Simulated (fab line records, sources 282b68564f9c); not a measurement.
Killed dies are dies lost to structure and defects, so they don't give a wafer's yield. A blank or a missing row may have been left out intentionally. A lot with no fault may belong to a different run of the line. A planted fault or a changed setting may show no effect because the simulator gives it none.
Which tool was responsible? | flow rit cmos | Sampling: 15 lots, 45 wafers, 5 of 202 route steps

== WHAT THE GAUGES READ, wafer by wafer ==
RIT_WELLDRIVE_RS_MEAS_02: a four-point-probe measurement. Usual: PWELL_RS typically reads 429.8 ohm/sq, with standard deviation 1.1.
lot  | measured    | on            | PWELL_RS (ohm/sq) | flag
L822 | day 2 08:17 | film metro-02 | 429.2 428.6 427.7 |
L823 | day 2 15:32 | film metro-01 | 430.1 430.8 429.8 |
L830 | day 4 01:40 | film metro-02 | 431.3 431.2 431.0 |
L831 | day 4 06:44 | film metro-02 | 427.5 429.3 429.3 |
L832 | day 4 08:34 | film metro-02 | 427.8 429.1 428.1 |
L833 | day 4 13:07 | film metro-01 | 429.2 429.9 428.3 |
L834 | day 4 20:17 | film metro-02 | 429.5 429.3 430.3 |
L835 | day 5 01:35 | film metro-02 | 427.3 428.7 428.2 |
L836 | day 5 03:07 | film metro-02 | 429.8 430.7 429.6 |
L837 | day 5 09:02 | film metro-01 | 428.1 429.1 429.9 |
L838 | day 5 16:02 | film metro-02 | 430.2 428.8 430.6 |
L840 | day 5 23:19 | film metro-02 | 430.5 432.6 430.6 |
L842 | day 6 14:25 | film metro-03 | 430.6 430.8 429.0 |
L843 | day 6 17:44 | film metro-03 | 429.1 429.9 429.7 |
L844 | day 7 00:44 | film metro-01 | 430.1 428.5 429.3 |

RIT_PLDD_TW_MEAS_10. Usual: PLDD_TW typically reads 2330, with standard deviation 9.3.
lot  | measured    | on            | PLDD_TW        | flag
L822 | day 3 06:19 | film metro-03 | 2316 2325 2338 |
L823 | day 3 08:01 | film metro-04 | 2326 2319 2323 |
L830 | day 4 19:24 | film metro-04 | 2311 2303 2319 |
L831 | day 4 21:57 | film metro-01 | 2332 2338 2333 |
L832 | day 5 00:20 | film metro-01 | 30 30 30       | OFF
L833 | day 5 07:11 | film metro-01 | 30 30 30       | OFF
L834 | day 5 14:23 | film metro-04 | 30 30 30       | OFF
L835 | day 5 16:28 | film metro-04 | 2328 2327 2329 |
L836 | day 5 18:50 | film metro-04 | 2323 2333 2337 |
L837 | day 6 05:07 | film metro-03 | 2329 2334 2340 |
L838 | day 6 08:53 | film metro-04 | 2321 2312 2326 |
L840 | day 6 20:18 | film metro-01 | 2337 2351 2344 |
L842 | day 7 12:47 | film metro-04 | 2327 2330 2334 |
L843 | day 7 18:43 | film metro-01 | 2338 2331 2328 |
L844 | day 8 03:41 | film metro-04 | 2338 2335 2341 |

== WHICH TOOL RAN EACH LOT (tool, then ch and the chambers of the sampled wafers, then the start) ==
lot  | RIT_PWELL_STRIP_09                  | RIT_NRETRO_STRIP_09                 | RIT_NLDD_STRIP_09
L822 | plasma asher-02 ch 0, day 2 02:31   | plasma asher-01 ch 1, day 2 09:41   | plasma asher-02 ch 0,1, day 3 04:23
L823 | plasma asher-01 ch 0,1, day 2 06:47 | plasma asher-04 ch 0,1, day 2 17:05 | plasma asher-02 ch 0,1, day 3 06:24
L830 | plasma asher-03 ch 0,1, day 3 20:15 | plasma asher-03 ch 0,1, day 4 03:07 | plasma asher-02 ch 0,1, day 4 17:43
L831 | plasma asher-01 ch 0,1, day 4 00:20 | plasma asher-03 ch 0,1, day 4 08:16 | plasma asher-02 ch 0,1, day 4 20:09
L832 | plasma asher-01 ch 0,1, day 4 02:11 | plasma asher-03 ch 0,1, day 4 10:08 | plasma asher-02 ch 0,1, day 4 22:47
L833 | plasma asher-01 ch 0,1, day 4 07:19 | plasma asher-01 ch 0,1, day 4 14:42 | plasma asher-01 ch 0,1, day 5 05:32
L834 | plasma asher-03 ch 0,1, day 4 14:08 | plasma asher-03 ch 0,1, day 4 21:41 | plasma asher-02 ch 0,1, day 5 12:39
L835 | plasma asher-02 ch 0,1, day 4 18:56 | plasma asher-04 ch 0,1, day 5 03:02 | plasma asher-02 ch 0,1, day 5 14:52
L836 | plasma asher-01 ch 0,1, day 4 21:40 | plasma asher-03 ch 0,1, day 5 04:47 | plasma asher-02 ch 0,1, day 5 17:10
L837 | plasma asher-02 ch 1, day 5 03:35   | plasma asher-03 ch 0,1, day 5 10:35 | plasma asher-01 ch 0,1, day 6 03:26
L838 | plasma asher-01 ch 0,1, day 5 09:37 | plasma asher-04 ch 0,1, day 5 17:37 | plasma asher-01 ch 0,1, day 6 07:10
L840 | plasma asher-03 ch 0,1, day 5 17:11 | plasma asher-01 ch 0,1, day 6 01:00 | plasma asher-01 ch 0,1, day 6 18:25
L842 | plasma asher-02 ch 0,1, day 6 05:41 | plasma asher-04 ch 0,1, day 6 15:52 | plasma asher-03 ch 0,1, day 7 11:14
L843 | plasma asher-02 ch 0,1, day 6 12:07 | plasma asher-04 ch 0,1, day 6 19:10 | plasma asher-01 ch 0,1, day 7 16:59
L844 | plasma asher-03 ch 0,1, day 6 16:28 | plasma asher-03 ch 0,1, day 7 02:19 | plasma asher-02 ch 0,1, day 8 02:06
- RIT_PWELL_STRIP_09: strips in O2, time 180 s.
- RIT_NRETRO_STRIP_09: strips in O2, time 180 s.
- RIT_NLDD_STRIP_09: strips in O2, time 180 s.

== WHAT THE TOOLS THEMSELVES READ (means of the sampled wafers that have a number; where no wafer has one, the mark that the record gives instead) ==
RIT_PWELL_STRIP_09. Usual: chamber pressure mTorr 4000 mTorr, standard deviation 3.6; drypump motor current A 5.85 A, standard deviation 0.22.
lot  | tool            | chamber pressure mTorr (mTorr) | drypump motor current A (A) | flag
L822 | plasma asher-02 | 4002                           | 6.26                        |
L823 | plasma asher-01 | 3999                           | 5.71                        |
L830 | plasma asher-03 | 3998                           | 5.68                        |
L831 | plasma asher-01 | 4000                           | 5.70                        |
L832 | plasma asher-01 | 4000                           | 5.68                        |
L833 | plasma asher-01 | 4003                           | 5.66                        |
L834 | plasma asher-03 | 4000                           | 5.68                        |
L835 | plasma asher-02 | 4000                           | 6.16                        |
L836 | plasma asher-01 | 3999                           | 5.68                        |
L837 | plasma asher-02 | 3998                           | 5.96                        |
L838 | plasma asher-01 | 4002                           | 5.69                        |
L840 | plasma asher-03 | 4002                           | 5.69                        |
L842 | plasma asher-02 | 4001                           | 6.16                        |
L843 | plasma asher-02 | 4002                           | 6.06                        |
L844 | plasma asher-03 | 3997                           | 5.68                        |

RIT_NRETRO_STRIP_09. Usual: chamber pressure mTorr 4000 mTorr, standard deviation 3.7; drypump motor current A 5.60 A, standard deviation 0.21.
lot  | tool            | chamber pressure mTorr (mTorr) | drypump motor current A (A) | flag
L822 | plasma asher-01 | 4000                           | 5.74                        |
L823 | plasma asher-04 | 4000                           | 5.52                        |
L830 | plasma asher-03 | 4001                           | 5.71                        |
L831 | plasma asher-03 | 3999                           | 5.71                        |
L832 | plasma asher-03 | 4000                           | 5.68                        |
L833 | plasma asher-01 | 4001                           | 5.69                        |
L834 | plasma asher-03 | 3999                           | 5.68                        |
L835 | plasma asher-04 | 3999                           | 5.33                        |
L836 | plasma asher-03 | 4001                           | 5.69                        |
L837 | plasma asher-03 | 4003                           | 5.71                        |
L838 | plasma asher-04 | 4002                           | 5.34                        |
L840 | plasma asher-01 | 3999                           | 5.67                        |
L842 | plasma asher-04 | 3997                           | 5.54                        |
L843 | plasma asher-04 | 3998                           | 5.36                        |
L844 | plasma asher-03 | 3999                           | 5.69                        |

RIT_NLDD_STRIP_09. Usual: chamber pressure mTorr 4001 mTorr, standard deviation 3.5; drypump motor current A 5.88 A, standard deviation 0.23.
lot  | tool            | chamber pressure mTorr (mTorr) | drypump motor current A (A) | flag
L822 | plasma asher-02 | 4000                           | 6.15                        |
L823 | plasma asher-02 | 4001                           | 6.09                        |
L830 | plasma asher-02 | 4003                           | 6.07                        |
L831 | plasma asher-02 | 4005                           | 6.17                        |
L832 | plasma asher-02 | -                              | -                           | OFF
L833 | plasma asher-01 | -                              | -                           | OFF
L834 | plasma asher-02 | -                              | -                           | OFF
L835 | plasma asher-02 | 4000                           | 6.17                        |
L836 | plasma asher-02 | 4002                           | 6.08                        |
L837 | plasma asher-01 | 4000                           | 5.69                        |
L838 | plasma asher-01 | 4001                           | 5.68                        |
L840 | plasma asher-01 | 4002                           | 5.68                        |
L842 | plasma asher-03 | 4002                           | 5.68                        |
L843 | plasma asher-01 | 4002                           | 5.65                        |
L844 | plasma asher-02 | 4002                           | 6.08                        |

== THE ANSWER, worked out from the rows above alone ==
Rule: a lot counts as off when the mean over its wafers that have a number is more than 3 standard deviations away from the usual mean. A lot without any number at a reading at which 4 lots or more have one is off too. Where the step has rows for the other lots, those lots are counted as sound. Order of review: gauges by route order, followed by the tools' own readings, for which a lot's mean as printed above is used. The first step at which some lot is off is used, and at that step the reading that is off furthest; a lot without a number counts as furthest.
Off: L832, L833, L834, seen at RIT_PLDD_TW_MEAS_10 (PLDD_TW).
A tool fits if, at a process step before that reading, it ran every lot that is off, and no sound lot after the first of them. Not tried: the gauges at RIT_PLDD_TW_MEAS_10; whatever is off there is also off at RIT_NLDD_STRIP_09, on other tools, and gauge error can't account for it. Not one of the candidates tried fits.

== WHAT THE SIMULATOR HAD INSERTED ==
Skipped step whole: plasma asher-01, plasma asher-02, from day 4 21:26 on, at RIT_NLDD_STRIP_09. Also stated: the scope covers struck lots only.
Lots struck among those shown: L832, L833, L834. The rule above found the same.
